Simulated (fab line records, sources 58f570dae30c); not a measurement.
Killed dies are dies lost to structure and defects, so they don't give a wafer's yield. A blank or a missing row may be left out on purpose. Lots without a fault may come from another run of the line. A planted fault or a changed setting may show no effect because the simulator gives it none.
Which tool did it? | flow berkeley_cmos170 | 15 lots, 45 wafers sampled, at 5 steps of a route of 331

WHAT THE GAUGES READ, wafer by wafer
UCB170_START_THK_MEAS_03. Usual: START_OXIDE_THK 20.0 nm, standard deviation 0.39.
lot  | measured    | on            | START_OXIDE_THK (nm) | flag
L567 | day 1 14:22 | film_metro-02 | 20.0 19.9 20.0       |
L568 | day 1 18:20 | film_metro-02 | 20.3 20.4 20.2       |
L569 | day 2 00:59 | film_metro-03 | 20.0 19.9 20.3       |
L571 | day 2 11:09 | film_metro-02 | 20.3 20.6 20.5       |
L573 | day 2 20:21 | film_metro-02 | 19.9 19.7 19.9       |
L574 | day 3 02:22 | film_metro-04 | 20.2 19.8 19.9       |
L577 | day 3 17:29 | film_metro-03 | 20.6 20.8 20.3       |
L578 | day 3 22:14 | film_metro-02 | 20.4 19.9 20.3       |
L580 | day 4 08:00 | film_metro-02 | 19.2 19.5 19.2       |
L581 | day 4 15:16 | film_metro-04 | 22.5 22.4 22.2       | OFF
L582 | day 4 15:14 | film_metro-02 | 22.0 21.9 21.8       | OFF
L584 | day 5 05:10 | film_metro-03 | 21.7 22.0 22.3       | OFF
L585 | day 5 08:27 | film_metro-03 | 20.5 20.7 20.8       |
L589 | day 6 01:46 | film_metro-02 | 19.7 19.8 19.5       |
L590 | day 6 12:34 | film_metro-03 | 19.9 20.0 20.0       |

UCB170_NWELL_OVL_MEAS_12. Usual: NWELL_OVL 4 nm, standard deviation 5.6.
lot  | measured    | on         | NWELL_OVL (nm) | flag
L567 | day 2 09:39 | overlay-02 | -4 -5 -5       |
L568 | day 2 14:44 | overlay-01 | -2 6 4         |
L569 | day 2 18:15 | overlay-02 | 1 -1 4         |
L571 | day 3 00:01 | overlay-02 | 1 3 -1         |
L573 | day 3 12:39 | overlay-01 | -4 -4 0        |
L574 | day 3 18:28 | overlay-01 | 0 6 5          |
L577 | day 4 07:48 | overlay-02 | 11 10 6        |
L578 | day 4 15:26 | overlay-01 | 16 16 10       |
L580 | day 5 03:53 | overlay-01 | 2 -2 3         |
L581 | day 5 12:27 | overlay-01 | 3 7 1          |
L582 | day 5 12:41 | overlay-02 | 6 4 0          |
L584 | day 5 19:53 | overlay-02 | 4 3 9          |
L585 | day 6 05:26 | overlay-02 | 10 3 5         |
L589 | day 6 23:54 | overlay-01 | 10 2 10        |
L590 | day 7 11:33 | overlay-01 | 0 -3 -2        |

UCB170_PWELL_THK_MEAS_03. Usual: PWELL_OXIDE_THK 26.4 nm, standard deviation 0.51.
lot  | measured    | on            | PWELL_OXIDE_THK (nm) | flag
L567 | day 3 01:42 | film_metro-02 | 25.8 26.0 26.2       |
L568 | day 3 01:43 | film_metro-04 | 25.8 26.0 26.3       |
L569 | day 3 08:28 | film_metro-02 | 27.3 27.0 26.8       |
L571 | day 3 08:28 | film_metro-04 | 26.3 26.4 26.2       |
L573 | day 3 23:40 | film_metro-04 | 25.6 26.1 25.5       |
L574 | day 4 03:52 | film_metro-02 | 27.3 27.3 26.6       |
L577 | day 4 17:47 | film_metro-01 | 26.5 26.7 26.4       |
L578 | day 5 01:53 | film_metro-01 | 26.8 26.7 26.3       |
L580 | day 5 13:58 | film_metro-02 | 26.4 26.5 26.4       |
L581 | day 5 22:47 | film_metro-04 | 27.1 27.3 27.0       |
L582 | day 5 22:46 | film_metro-02 | 26.2 26.6 26.7       |
L584 | day 6 08:05 | film_metro-01 | 25.9 26.4 26.0       |
L585 | day 6 15:46 | film_metro-01 | 25.5 26.0 26.0       |
L589 | day 7 11:01 | film_metro-01 | 27.0 26.4 27.3       |
L590 | day 8 01:16 | film_metro-01 | 26.0 26.3 26.0       |

UCB170_ACTIVE_THK_MEAS_03. Usual: ACTIVE_OXIDE_THK 26.3 nm, standard deviation 0.45.
lot  | measured    | on            | ACTIVE_OXIDE_THK (nm) | flag
L567 | day 4 03:44 | film_metro-04 | 25.8 25.7 25.9        |
L568 | day 4 03:44 | film_metro-03 | 26.8 26.2 26.2        |
L569 | day 4 15:21 | film_metro-02 | 26.6 26.6 26.3        |
L571 | day 4 15:25 | film_metro-03 | 26.5 26.5 26.5        |
L573 | day 5 04:55 | film_metro-03 | 26.4 25.7 25.9        |
L574 | day 5 04:55 | film_metro-02 | 26.7 26.7 26.3        |
L577 | day 5 23:53 | film_metro-03 | 25.9 25.9 26.1        |
L578 | day 6 13:35 | film_metro-03 | 25.9 26.0 25.8        |
L580 | day 7 03:44 | film_metro-02 | 26.7 27.1 26.8        |
L581 | day 7 03:44 | film_metro-04 | 25.7 25.6 26.1        |
L582 | day 7 03:46 | film_metro-04 | 26.3 26.3 26.0        |
L584 | day 7 09:12 | film_metro-04 | 26.0 26.4 26.7        |
L585 | day 7 16:00 | film_metro-02 | 26.4 26.4 26.4        |
L589 | day 8 21:03 | film_metro-02 | 26.4 25.8 26.6        |
L590 | day 9 05:00 | film_metro-04 | 27.2 26.7 26.8        |

WHICH TOOL RAN EACH LOT (tool, then ch and the chambers of the sampled wafers, then the start)
lot  | UCB170_START_OXIDATION_02
L567 | furnace-03 ch 0, day 1 12:52
L568 | furnace-04 ch 0, day 1 16:49
L569 | furnace-04 ch 0, day 1 23:29
L571 | furnace-03 ch 0, day 2 09:39
L573 | furnace-01 ch 0, day 2 18:50
L574 | furnace-01 ch 0, day 3 00:52
L577 | furnace-04 ch 0, day 3 15:59
L578 | furnace-01 ch 0, day 3 20:44
L580 | furnace-03 ch 0, day 4 06:28
L581 | furnace-03 ch 0, day 4 13:44
L582 | furnace-03 ch 0, day 4 13:44
L584 | furnace-03 ch 0, day 5 03:40
L585 | furnace-04 ch 0, day 5 06:57
L589 | furnace-01 ch 0, day 6 00:16
L590 | furnace-04 ch 0, day 6 10:44
- UCB170_START_OXIDATION_02: target thk 20 nm, ox time 1800 s.

WHAT THE TOOLS THEMSELVES READ (means of the sampled wafers that have a number; where no wafer has one, the mark that the record gives instead)
The record holds no such reading with a usual standard deviation.

THE ANSWER, worked out from the rows above alone
Rule: a lot is off if the mean of its wafers that have a number lies more than 3 standard deviations from the usual mean. A lot without any number at a reading at which 4 lots or more have one is off too. The other lots that the step has rows for count as sound. The gauges are gone through in route order, then the tools' own readings, and for those a lot's mean is taken as printed above. The first step at which some lot is off is used, and at that step the reading that is off furthest; a lot without a number counts as furthest.
Off: L581, L582, L584, at UCB170_START_THK_MEAS_03 (START_OXIDE_THK).
A tool fits if, at a process step before that reading, it ran every lot that is off, and no sound lot after the first of them. The gauges at UCB170_START_THK_MEAS_03 are tried like those tools. One fits: furnace-03 at UCB170_START_OXIDATION_02. Its last sound lot is L580 (day 4 06:28), its first lot that is off L581 (day 4 13:44): a fault that began between those two fits.

WHAT THE SIMULATOR HAD PUT IN
Process parameter drift: furnace-03, from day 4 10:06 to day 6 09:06, at UCB170_START_OXIDATION_02. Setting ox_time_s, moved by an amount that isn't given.
Lots struck among those shown: L582, L581, L584. The rule above found the same.
